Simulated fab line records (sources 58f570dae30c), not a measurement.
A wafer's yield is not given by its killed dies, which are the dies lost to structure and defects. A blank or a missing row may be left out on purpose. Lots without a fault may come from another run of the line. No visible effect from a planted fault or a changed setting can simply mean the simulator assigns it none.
What tool caused it?	flow berkeleyCmos170	7 lots, 21 wafers sampled, at 5 steps of a route of 331

## WHAT EACH GAUGE READ, for each wafer
UCB170_M3_CD_MEAS_90: target cd 700 nm.
lot	measured	on	cdNm (nm)
L466	day 7 19:14	cdSem-02	700 704 703
L469	day 8 05:17	cdSem-02	701 695 697
L472	day 9 02:56	cdSem-02	697 696 696
L474	day 9 22:10	cdSem-01	709 710 710
L475	day 9 23:14	cdSem-02	700 700 698
L480	day 10 13:10	cdSem-01	740 737 741
L485	day 11 16:13	cdSem-01	704 702 703

## TOOL THAT RAN EACH LOT (tool first, then ch and the chambers of the sampled wafers, then the start)
lot	UCB170_CONTACT_RTA_08	UCB170_V1_STRIP_15	UCB170_M3_METAL_ETCH_18	UCB170_M3_STRIP_19
L466	rtpAnneal-01 ch 0, day 6 22:20	plasmaAsher-03 ch 0,1, day 7 08:14	rieMetal-02 ch 0,1, day 7 18:59	plasmaAsher-03 ch 0,1, day 7 19:08
L469	rtpAnneal-01 ch 0, day 7 08:12	plasmaAsher-01 ch 1, day 7 20:02	rieMetal-02 ch 0,1, day 8 04:58	plasmaAsher-03 ch 0,1, day 8 05:10
L472	rtpAnneal-01 ch 0, day 8 08:47	plasmaAsher-04 ch 0,1, day 8 18:41	rieMetal-04 ch 0,1, day 9 02:38	plasmaAsher-03 ch 0,1, day 9 02:50
L474	rtpAnneal-01 ch 0, day 8 23:11	plasmaAsher-04 ch 0,1, day 9 14:22	rieMetal-03 ch 1, day 9 21:51	plasmaAsher-03 ch 0,1, day 9 22:02
L475	rtpAnneal-01 ch 0, day 8 23:33	plasmaAsher-01 ch 0,1, day 9 14:51	rieMetal-04 ch 0,1, day 9 22:56	plasmaAsher-02 ch 0,1, day 9 23:07
L480	rtpAnneal-02 ch 0, day 9 19:01	plasmaAsher-03 ch 0,1, day 10 05:02	rieMetal-03 ch 0,1, day 10 12:53	plasmaAsher-02 ch 0,1, day 10 13:04
L485	rtpAnneal-01 ch 0, day 10 21:47	plasmaAsher-04 ch 0,1, day 11 07:23	rieMetal-02 ch 0,1, day 11 15:56	plasmaAsher-04 ch 0,1, day 11 16:07
- UCB170_CONTACT_RTA_08: time 10 s.
- UCB170_V1_STRIP_15: strips in O2.
- UCB170_M3_METAL_ETCH_18: etches Al in Cl2/BCl3, stops on SiO2, target depth 1170 nm, time 195 s.
- UCB170_M3_STRIP_19: strips in O2.

## THE ANSWER, worked out from the rows above alone
Rule: the usual values come from the lots themselves. The widest of any qualifying gaps counts: lots, ordered by their means at a reading, are off when they make up no more than a third of the lots, leave a main group of 4 or more, and stand apart from it by 3 or more times the standard deviation of that group's means. A main group whose means are all the same, to the digits that the tables above print for the reading, isn't used. Also off: a lot with no number at a reading for which 4 or more lots have one. The other lots that the step has rows for count as sound.
Off: L480 (UCB170_M3_CD_MEAS_90, cdNm). The main group: mean 701 nm, standard deviation 4.4.
If a tool, at a process step before that reading, ran all the lots that are off and no sound lot after the first of them, it fits. The gauges at UCB170_M3_CD_MEAS_90 are tried like those tools. Can't be told from this: 4 tools fit, rtpAnneal-02 at UCB170_CONTACT_RTA_08, plasmaAsher-03 at UCB170_V1_STRIP_15, rieMetal-03 at UCB170_M3_METAL_ETCH_18, plasmaAsher-02 at UCB170_M3_STRIP_19.

## WHAT THE SIMULATOR HAD PUT IN
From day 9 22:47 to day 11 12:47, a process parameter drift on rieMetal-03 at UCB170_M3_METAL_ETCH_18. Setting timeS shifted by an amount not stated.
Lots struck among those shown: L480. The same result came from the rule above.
